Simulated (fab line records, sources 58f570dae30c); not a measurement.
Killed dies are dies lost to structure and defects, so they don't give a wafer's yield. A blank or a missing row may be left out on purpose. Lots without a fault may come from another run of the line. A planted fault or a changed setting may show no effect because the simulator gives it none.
Problem report in the 8D (eight disciplines) form, filled by code | flow berkeley_cmos170 | the parts of the form that need people (team, actions taken, sign-off) are left out

1. THE PROBLEM
NSD_TW at UCB170_NSD_TW_MEAS_10 reads a mean of 4531 on 6 wafers of 2 lots; wafers without a fault read 4200 with a standard deviation of 59. That is +5.6 standard deviations from the usual mean.
First seen on wafer L211.2, day 11 08:49, on film_metro-03. The record holds 42 wafers of 14 lots with a number at this step. Rule for "out", or "out of limits": more than 4 standard deviations from the usual mean. The other wafers with a number count as sound.

2. WHAT IT IS AND WHAT IT IS NOT
question                    | is                     | is not
which readings at this step | NSD_TW                 | -
which lots                  | L211, L213             | L199, L200, L202, L203, L204, L205, L206, L207, L209, L214, L219, L220
which wafers of those lots  | all that have a number | -
read on which gauges        | film_metro-03          | film_metro-02, film_metro-04
when                        | from day 11 08:49      | up to then (27 sound wafers); but 9 sound wafers of L214, L219, L220 came after

3. SUSPECTS, AND WHAT RULES EACH OUT
Counting: a tool at a process step up to the reading stays a suspect if it ran every lot that is out and no sound lot after the first of them.
- the gauge at UCB170_NSD_TW_MEAS_10: ruled out. All the wafers that are out were read on film_metro-03, but those of them that UCB170_NSD_IMPLANT_08 has rows for are out there too, on other tools.
- implanter-02 at UCB170_NSD_IMPLANT_08: kept. It ran every lot that is out, first L211 (day 11 08:34), and no sound lot after that; its last sound lot up to then is L209 (day 10 08:58). Its own readings are out on those wafers: beam_energy_keV.
Left after counting: implanter-02 at UCB170_NSD_IMPLANT_08.

4. THE CAUSE (what the simulator had put in)
Process parameter drift: implanter-02, from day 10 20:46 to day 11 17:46, at UCB170_NSD_IMPLANT_08. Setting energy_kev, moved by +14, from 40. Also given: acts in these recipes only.
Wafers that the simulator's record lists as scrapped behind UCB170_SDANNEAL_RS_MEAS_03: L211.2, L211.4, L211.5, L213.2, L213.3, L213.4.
Counting left only this tool.

5. THE CHAIN OF EFFECTS, in route order
Each row: a reading whose mean over the struck wafers that have a number lies more than 3 standard deviations from the usual. Only readings for which the record gives a usual standard deviation are gone through. hours: the time from each lot's start at the first step in this table that gives one to its start at this step, as a median over the lots. sigmas: the change in usual standard deviations.
hours | step                       | reading                  | usual        | on struck wafers | change  | sigmas
0     | UCB170_NSD_IMPLANT_08      | beam_energy_keV          | 40.000       | 53.993           | +13.993 | +99 or more
0     | UCB170_NSD_STRIP_09        | oes_product_au           | 0.532 a.u.   | 0.493            | -0.039  | -8.2
0     | UCB170_NSD_STRIP_09        | strip_time_to_endpoint_s | 36.04 s      | 41.12            | +5.08   | +66
0     | UCB170_NSD_TW_MEAS_10      | NSD_TW                   | 4200         | 4531             | +331    | +5.6
7     | UCB170_SDANNEAL_RS_MEAS_03 | NSD_RS                   | 36.96 ohm/sq | 33.86            | -3.10   | -45
The process steps in it:
- UCB170_NSD_IMPLANT_08
- UCB170_NSD_STRIP_09: strips in O2.

6. WHAT WOULD HAVE CAUGHT IT SOONER
In this record the first reading out of limits at a measuring or inspecting step was taken at day 11 08:49, 12 hours after the fault began at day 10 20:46.
The tool's own readings at UCB170_NSD_IMPLANT_08 were out on every struck wafer that the step has a row for (beam_energy_keV): an alarm limit on them would have fired on the first of those.
Of the lots that are out (2), L213 began UCB170_NSD_IMPLANT_08 on implanter-02 after day 11 08:49. A hold on the tool at that time would have spared it.
